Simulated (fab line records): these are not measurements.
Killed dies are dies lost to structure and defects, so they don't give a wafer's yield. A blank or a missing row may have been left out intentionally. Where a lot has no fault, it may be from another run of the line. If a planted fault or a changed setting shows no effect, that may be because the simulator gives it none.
A struck lot beside a sound one || flow berkeley-cmos170 || 15 out of 331 route steps
Sound: the wafers L592.1, L592.4, L592.6. Struck: wafer L601.1 (L601.3, L601.6, from the same lot, were not struck and are left out); the cause is given at the end.
Each step with rows lists, per side, the tool, then ch with its chambers, then its first start. Under that, the readings that differ: sound wafers || struck wafers || difference of the means || sigmas: that difference in standard deviations of wafers without a fault.
alike: readings with means less than 2 such deviations apart, plus words and numbers identical on both sides. not compared: withheld readings, readings lacking a value on some wafer, bounds such as >300 that could conceal the same value, and numbers that have no deviation in the record and whose values overlap.
A row with sigmas, a row that says differs or no value, or rows on one side alone: a step with any of these is where the two part. Numbers that don't overlap but have no deviation are shown without sigmas and don't part them. A reading that every wafer of one side lacks parts them only if that side has two wafers or more.

first, 2 steps without rows for these wafers: UCB170_M3_COAT_05 (resist thk 900 nm); UCB170_M3_SOFTBAKE_06 (time 60 s).
UCB170_M3_STRIP_07: strips in O2.
  sound on plasma-asher-01 ch 1, day 8 19:44; struck on plasma-asher-04 ch 0, day 11 07:41
  alike: drypump-motor-current-A, oes-product-au, strip-time-to-endpoint-s
  not compared: rf-hours-counter-h
then, 7 steps without rows for these wafers: UCB170_M3_STRIP_08 (strips KrF in DMSO, time 600 s); UCB170_M3_COAT_09; UCB170_M3_COAT_10 (resist thk 900 nm); UCB170_M3_SOFTBAKE_11 (time 60 s); UCB170_M3_EXPOSE_12 (exposes mask METAL3, target cd 700 nm); UCB170_M3_PEB_13; UCB170_M3_DEVELOP_14 (develop time 45 s).
UCB170_M3_CD_MEAS_15: the cd target is 700 nm.
  sound on cd-sem-02 at day 8 22:37; struck on cd-sem-01 at day 11 10:05
  alike: cd-nm
UCB170_M3_OVL_MEAS_16:
  sound on overlay-01 at day 8 22:44; struck on overlay-01 at day 11 10:12
  alike: M3_OVL
UCB170_M3_ETCH_17: etches BARC in N2/H2.
  sound on rie-diel-03 ch 1,2,3, day 8 22:46; struck on rie-diel-03 ch 3, day 11 10:14
{"reading": "bias-w (W)", "sound": "99.96 99.76 100.02", "struck": 116.80, "difference": "+16.89", "sigmas": "+58"}
  alike: drypump-motor-current-A, oes-product-au, throttle-valve-pct
UCB170_M3_METAL_ETCH_18: etches Al in Cl2/BCl3, stops on SiO2, target depth 1170 nm, time 195 s.
  sound on rie-metal-04 ch 0,1, day 8 22:49; struck on rie-metal-02 ch 1, day 11 10:17
{"reading": "drypump-motor-current-A (A)", "sound": "5.21 5.27 5.23", "struck": 5.66, "difference": "+0.42", "sigmas": "+2"}
  alike: bias-w, oes-product-au, throttle-valve-pct
  not compared: rf-hours-counter-h
UCB170_M3_PROBE_99:
  record: rows for the struck wafers here (prober-01, day 11 10:49), none for the sound ones

## WHERE THEY PART
Earliest at UCB170_M3_ETCH_17; latest, in this record, at UCB170_M3_PROBE_99.

WHY: what had been put in by the simulator
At UCB170_M3_ETCH_17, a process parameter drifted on rie-diel-03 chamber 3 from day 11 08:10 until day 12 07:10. Setting bias-w shifted by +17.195 from 100. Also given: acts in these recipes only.
